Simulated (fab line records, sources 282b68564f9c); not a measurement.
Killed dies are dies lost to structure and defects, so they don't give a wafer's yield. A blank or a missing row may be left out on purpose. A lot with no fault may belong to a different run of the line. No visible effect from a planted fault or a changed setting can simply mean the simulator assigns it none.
The tool behind it: which one? :: flow rit_cmos :: 13 lots with 39 wafers sampled at 3 steps, on a route of 202 steps

== WHAT THE GAUGES SHOWED, per wafer ==
RIT_SILICIDE_RS_MEAS_02: uses a four-point probe to measure.
lot: L495
measured: day 3 08:48
on: film_metro-02
SILICIDE_TI_RS (ohm/sq): 48.2 48.8 48.8

lot: L496
measured: day 3 11:39
on: film_metro-04
SILICIDE_TI_RS (ohm/sq): 46.7 46.4 46.2

lot: L497
measured: day 3 14:49
on: film_metro-01
SILICIDE_TI_RS (ohm/sq): 48.5 48.9 48.6

lot: L498
measured: day 3 22:34
on: film_metro-01
SILICIDE_TI_RS (ohm/sq): 47.1 46.7 47.3

lot: L499
measured: day 4 00:58
on: film_metro-01
SILICIDE_TI_RS (ohm/sq): 47.8 48.1 48.2

lot: L500
measured: day 4 07:25
on: film_metro-01
SILICIDE_TI_RS (ohm/sq): 48.3 48.2 47.9

lot: L501
measured: day 4 10:54
on: film_metro-02
SILICIDE_TI_RS (ohm/sq): 47.9 47.3 47.6

lot: L506
measured: day 5 17:31
on: film_metro-04
SILICIDE_TI_RS (ohm/sq): 47.1 40.3 47.4

lot: L511
measured: day 6 16:26
on: film_metro-04
SILICIDE_TI_RS (ohm/sq): 47.5 47.4 47.6

lot: L513
measured: day 7 01:29
on: film_metro-02
SILICIDE_TI_RS (ohm/sq): 47.8 47.9 47.9

lot: L515
measured: day 7 13:37
on: film_metro-01
SILICIDE_TI_RS (ohm/sq): 47.4 47.5 47.6

lot: L517
measured: day 7 20:19
on: film_metro-02
SILICIDE_TI_RS (ohm/sq): 49.1 48.9 48.7

lot: L518
measured: day 8 04:28
on: film_metro-01
SILICIDE_TI_RS (ohm/sq): 47.6 47.5 47.7

RIT_SILICIDE_THK_MEAS_03: measures by xrf.
lot: L495
measured: day 3 08:55
on: film_metro-02
SILICIDE_TI_THK (nm): 30.1 29.9 30.0

lot: L496
measured: day 3 11:46
on: film_metro-04
SILICIDE_TI_THK (nm): 30.9 31.1 31.3

lot: L497
measured: day 3 14:56
on: film_metro-01
SILICIDE_TI_THK (nm): 30.3 29.9 30.2

lot: L498
measured: day 3 22:41
on: film_metro-01
SILICIDE_TI_THK (nm): 31.1 31.2 30.9

lot: L499
measured: day 4 01:04
on: film_metro-01
SILICIDE_TI_THK (nm): 30.5 30.4 30.2

lot: L500
measured: day 4 07:32
on: film_metro-01
SILICIDE_TI_THK (nm): 30.2 30.2 30.6

lot: L501
measured: day 4 11:01
on: film_metro-02
SILICIDE_TI_THK (nm): 30.5 30.9 30.6

lot: L506
measured: day 5 17:38
on: film_metro-04
SILICIDE_TI_THK (nm): 30.8 34.7 30.6

lot: L511
measured: day 6 16:33
on: film_metro-04
SILICIDE_TI_THK (nm): 30.5 30.7 30.4

lot: L513
measured: day 7 01:36
on: film_metro-02
SILICIDE_TI_THK (nm): 30.5 30.5 30.6

lot: L515
measured: day 7 13:44
on: film_metro-01
SILICIDE_TI_THK (nm): 30.8 30.8 30.5

lot: L517
measured: day 7 20:24
on: film_metro-02
SILICIDE_TI_THK (nm): 29.8 29.9 30.2

lot: L518
measured: day 8 04:34
on: film_metro-01
SILICIDE_TI_THK (nm): 30.5 30.2 30.5

== WHAT TOOL EACH LOT RAN ON (gives the tool, then ch and the chambers of the sampled wafers, and finally the start) ==
lot: L495
RIT_SILICIDE_SPUTTER_01: pvd_sputter-03, day 3 08:39

lot: L496
RIT_SILICIDE_SPUTTER_01: pvd_sputter-02, day 3 11:30

lot: L497
RIT_SILICIDE_SPUTTER_01: pvd_sputter-03, day 3 14:39

lot: L498
RIT_SILICIDE_SPUTTER_01: pvd_sputter-02, day 3 22:22

lot: L499
RIT_SILICIDE_SPUTTER_01: pvd_sputter-03, day 4 00:47

lot: L500
RIT_SILICIDE_SPUTTER_01: pvd_sputter-02, day 4 07:15

lot: L501
RIT_SILICIDE_SPUTTER_01: pvd_sputter-01, day 4 10:44

lot: L506
RIT_SILICIDE_SPUTTER_01: pvd_sputter-02, day 5 17:22

lot: L511
RIT_SILICIDE_SPUTTER_01: pvd_sputter-01, day 6 16:16

lot: L513
RIT_SILICIDE_SPUTTER_01: pvd_sputter-01, day 7 01:20

lot: L515
RIT_SILICIDE_SPUTTER_01: pvd_sputter-01, day 7 13:28

lot: L517
RIT_SILICIDE_SPUTTER_01: pvd_sputter-03, day 7 20:06

lot: L518
RIT_SILICIDE_SPUTTER_01: pvd_sputter-02, day 8 04:17
- RIT_SILICIDE_SPUTTER_01: material Ti, target thk 30 nm, time 240 s.

== AS READ BY THE TOOLS THEMSELVES (means over the sampled wafers that have a number; for cases with no such wafer, the mark the record gives instead) ==
RIT_SILICIDE_SPUTTER_01.
lot: L495
tool: pvd_sputter-03
cathode_dc_power_W (W): 349.97
throttle_valve_pct (%): 30.8

lot: L496
tool: pvd_sputter-02
cathode_dc_power_W (W): 349.98
throttle_valve_pct (%): 29.6

lot: L497
tool: pvd_sputter-03
cathode_dc_power_W (W): 350.01
throttle_valve_pct (%): 30.4

lot: L498
tool: pvd_sputter-02
cathode_dc_power_W (W): 350.01
throttle_valve_pct (%): 30.6

lot: L499
tool: pvd_sputter-03
cathode_dc_power_W (W): 350.05
throttle_valve_pct (%): 31.1

lot: L500
tool: pvd_sputter-02
cathode_dc_power_W (W): 349.98
throttle_valve_pct (%): 29.4

lot: L501
tool: pvd_sputter-01
cathode_dc_power_W (W): 349.96
throttle_valve_pct (%): 30.3

lot: L506
tool: pvd_sputter-02
cathode_dc_power_W (W): 350.04
throttle_valve_pct (%): 29.4

lot: L511
tool: pvd_sputter-01
cathode_dc_power_W (W): 349.97
throttle_valve_pct (%): 28.8

lot: L513
tool: pvd_sputter-01
cathode_dc_power_W (W): 349.97
throttle_valve_pct (%): 29.4

lot: L515
tool: pvd_sputter-01
cathode_dc_power_W (W): 349.96
throttle_valve_pct (%): 29.5

lot: L517
tool: pvd_sputter-03
cathode_dc_power_W (W): 349.98
throttle_valve_pct (%): 29.5

lot: L518
tool: pvd_sputter-02
cathode_dc_power_W (W): 350.05
throttle_valve_pct (%): 30.3

== THE ANSWER, worked out from the rows above alone ==
Rule: the usual values come from the lots themselves. Put in order of their means at a reading, lots are off if they are a third of the lots or fewer, leave a main group of 4 or more, and stand apart from it by a gap of 3 or more times the standard deviation of the main group's means; of several such gaps the widest counts. Not used: any main group whose means are identical at the precision the tables above print for the reading. Also off: a lot with no number at a reading for which 4 or more lots have one. All remaining lots with rows at the step are treated as sound. After the gauges, taken in route order, come the tools' own readings; for these a lot's mean is taken, as printed above. The first step at which some lot is off is used, and at that step the reading that is off furthest; a lot without a number counts as furthest.
Across all readings shown, no lot is off: no conclusion can be drawn from this.

== WHAT HAD BEEN PUT IN BY THE SIMULATOR ==
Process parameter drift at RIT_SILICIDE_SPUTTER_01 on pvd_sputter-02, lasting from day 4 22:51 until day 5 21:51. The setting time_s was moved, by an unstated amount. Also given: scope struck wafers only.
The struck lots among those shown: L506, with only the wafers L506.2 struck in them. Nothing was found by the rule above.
